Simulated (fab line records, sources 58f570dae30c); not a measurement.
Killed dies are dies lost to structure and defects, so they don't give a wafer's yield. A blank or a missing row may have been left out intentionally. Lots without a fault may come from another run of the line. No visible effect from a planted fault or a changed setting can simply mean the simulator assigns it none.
Split-lot study || flow berkeley_cmos170 || 5 lots, 23 wafers read, on a route of 331 steps

== SPLIT DETAILS ==
At UCB170_M2_ETCH_17 (etches BARC in N2/H2), the setting source_w was moved away from the recipe's 500 W on 4 of the 23 wafers read, by -8.5% to +6.0%. All remaining wafers had this setting at the recipe value.

The split's own step is where the reading is taken.

== THE READING ==
oes_product_au, in a.u., at UCB170_M2_ETCH_17 (etches BARC in N2/H2). Typical for fault-free wafers on this fab line: 1.000 a.u., with standard deviation 0.012 a.u.

{"wafer": "L078.1", "tool, chamber at the split": "rie_diel-03, 0", "source_w as run, W": 500, "against the recipe": "recipe", "oes_product_au, a.u.": 1.010, "against lot-mates on the recipe": "-"}
{"wafer": "L078.2", "tool, chamber at the split": "rie_diel-03, 2", "source_w as run, W": 500, "against the recipe": "recipe", "oes_product_au, a.u.": 1.010, "against lot-mates on the recipe": "-"}
{"wafer": "L078.4", "tool, chamber at the split": "rie_diel-03, 0", "source_w as run, W": 500, "against the recipe": "recipe", "oes_product_au, a.u.": 1.017, "against lot-mates on the recipe": "-"}
{"wafer": "L078.5", "tool, chamber at the split": "rie_diel-03, 1", "source_w as run, W": 500, "against the recipe": "recipe", "oes_product_au, a.u.": 0.991, "against lot-mates on the recipe": "-"}
{"wafer": "L078.6", "tool, chamber at the split": "rie_diel-03, 2", "source_w as run, W": 500, "against the recipe": "recipe", "oes_product_au, a.u.": 1.007, "against lot-mates on the recipe": "-"}
{"wafer": "L077.1", "tool, chamber at the split": "rie_diel-03, 0", "source_w as run, W": 500, "against the recipe": "recipe", "oes_product_au, a.u.": 1.009, "against lot-mates on the recipe": "-"}
{"wafer": "L077.2", "tool, chamber at the split": "rie_diel-03, 1", "source_w as run, W": 500, "against the recipe": "recipe", "oes_product_au, a.u.": 0.986, "against lot-mates on the recipe": "-"}
{"wafer": "L077.3", "tool, chamber at the split": "rie_diel-03, 2", "source_w as run, W": 500, "against the recipe": "recipe", "oes_product_au, a.u.": 0.999, "against lot-mates on the recipe": "-"}
{"wafer": "L077.4", "tool, chamber at the split": "rie_diel-03, 1", "source_w as run, W": 500, "against the recipe": "recipe", "oes_product_au, a.u.": 0.993, "against lot-mates on the recipe": "-"}
{"wafer": "L077.5", "tool, chamber at the split": "rie_diel-03, 2", "source_w as run, W": 500, "against the recipe": "recipe", "oes_product_au, a.u.": 0.999, "against lot-mates on the recipe": "-"}
{"wafer": "L080.1", "tool, chamber at the split": "rie_diel-02, 2", "source_w as run, W": 500, "against the recipe": "recipe", "oes_product_au, a.u.": 0.999, "against lot-mates on the recipe": "-"}
{"wafer": "L080.3", "tool, chamber at the split": "rie_diel-02, 3", "source_w as run, W": 500, "against the recipe": "recipe", "oes_product_au, a.u.": 1.009, "against lot-mates on the recipe": "-"}
{"wafer": "L080.5", "tool, chamber at the split": "rie_diel-02, 3", "source_w as run, W": 500, "against the recipe": "recipe", "oes_product_au, a.u.": 1.008, "against lot-mates on the recipe": "-"}
{"wafer": "L085.1", "tool, chamber at the split": "rie_diel-03, 3", "source_w as run, W": 457.3, "against the recipe": "-8.5%", "oes_product_au, a.u.": 0.968, "against lot-mates on the recipe": -0.037}
{"wafer": "L085.2", "tool, chamber at the split": "rie_diel-03, 1", "source_w as run, W": 500, "against the recipe": "recipe", "oes_product_au, a.u.": 1.005, "against lot-mates on the recipe": "-"}
{"wafer": "L085.3", "tool, chamber at the split": "rie_diel-03, 0", "source_w as run, W": 500, "against the recipe": "recipe", "oes_product_au, a.u.": 1.009, "against lot-mates on the recipe": "-"}
{"wafer": "L085.5", "tool, chamber at the split": "rie_diel-03, 3", "source_w as run, W": 457.3, "against the recipe": "-8.5%", "oes_product_au, a.u.": 0.967, "against lot-mates on the recipe": -0.038}
{"wafer": "L085.6", "tool, chamber at the split": "rie_diel-03, 1", "source_w as run, W": 500, "against the recipe": "recipe", "oes_product_au, a.u.": 1.001, "against lot-mates on the recipe": "-"}
{"wafer": "L084.1", "tool, chamber at the split": "rie_diel-01, 2", "source_w as run, W": 500, "against the recipe": "recipe", "oes_product_au, a.u.": 0.983, "against lot-mates on the recipe": "-"}
{"wafer": "L084.3", "tool, chamber at the split": "rie_diel-01, 1", "source_w as run, W": 530, "against the recipe": "+6.0%", "oes_product_au, a.u.": 1.027, "against lot-mates on the recipe": "+0.039"}
{"wafer": "L084.4", "tool, chamber at the split": "rie_diel-01, 0", "source_w as run, W": 530, "against the recipe": "+6.0%", "oes_product_au, a.u.": 1.027, "against lot-mates on the recipe": "+0.039"}
{"wafer": "L084.5", "tool, chamber at the split": "rie_diel-01, 2", "source_w as run, W": 500, "against the recipe": "recipe", "oes_product_au, a.u.": 0.983, "against lot-mates on the recipe": "-"}
{"wafer": "L084.6", "tool, chamber at the split": "rie_diel-01, 1", "source_w as run, W": 500, "against the recipe": "recipe", "oes_product_au, a.u.": 0.998, "against lot-mates on the recipe": "-"}

THE FIT
A straight line over all 23 wafers: oes_product_au changes by +0.00406 a.u. for each +1% of source_w; r = +0.82; the points scatter about the line by 0.0092 a.u.
The same after taking each lot's own level away (the mean of its wafers on the recipe; 23 wafers): +0.00512 a.u. for each +1%; r = +0.92; scatter 0.0072 a.u.
Per that fit: largest source_w move, reading shift of 0.044 a.u.
Measured against the standard deviation above, the lots' own levels, which go from 0.9880 to 1.0070 a.u., span 1.6 times it.
So the lot-to-lot level changes the slope: the two fits differ.
Check: for one of the wafers moved furthest among these (-8.5%), held out of the fit, the line's prediction against its lot-mates is -0.0455 a.u. It came out at -0.037 a.u. against them.
Tool readings at the split's step, against how far the setting was moved: oes_product_au r = +0.82.

== THESE WAFERS: OTHER SPLITS ==
Other splits were also applied to these wafers ahead of the reading. Each is held against what the fit with the lots' levels taken away leaves over:
{"other split on the same wafers": "UCB170_V1_PEB_10 peb_temp_c", "wafers away from the commonest value": 11, "r with oes_product_au (lot level and that fit taken away)": "+0.06"}
{"other split on the same wafers": "UCB170_M2_EXPOSE_12 dose_mj", "wafers away from the commonest value": 8, "r with oes_product_au (lot level and that fit taken away)": -0.19}

== THE FILE'S OWN FIT ==
oes_product_au changes by +0.00509 a.u. for each +1% of source_w, r = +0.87.
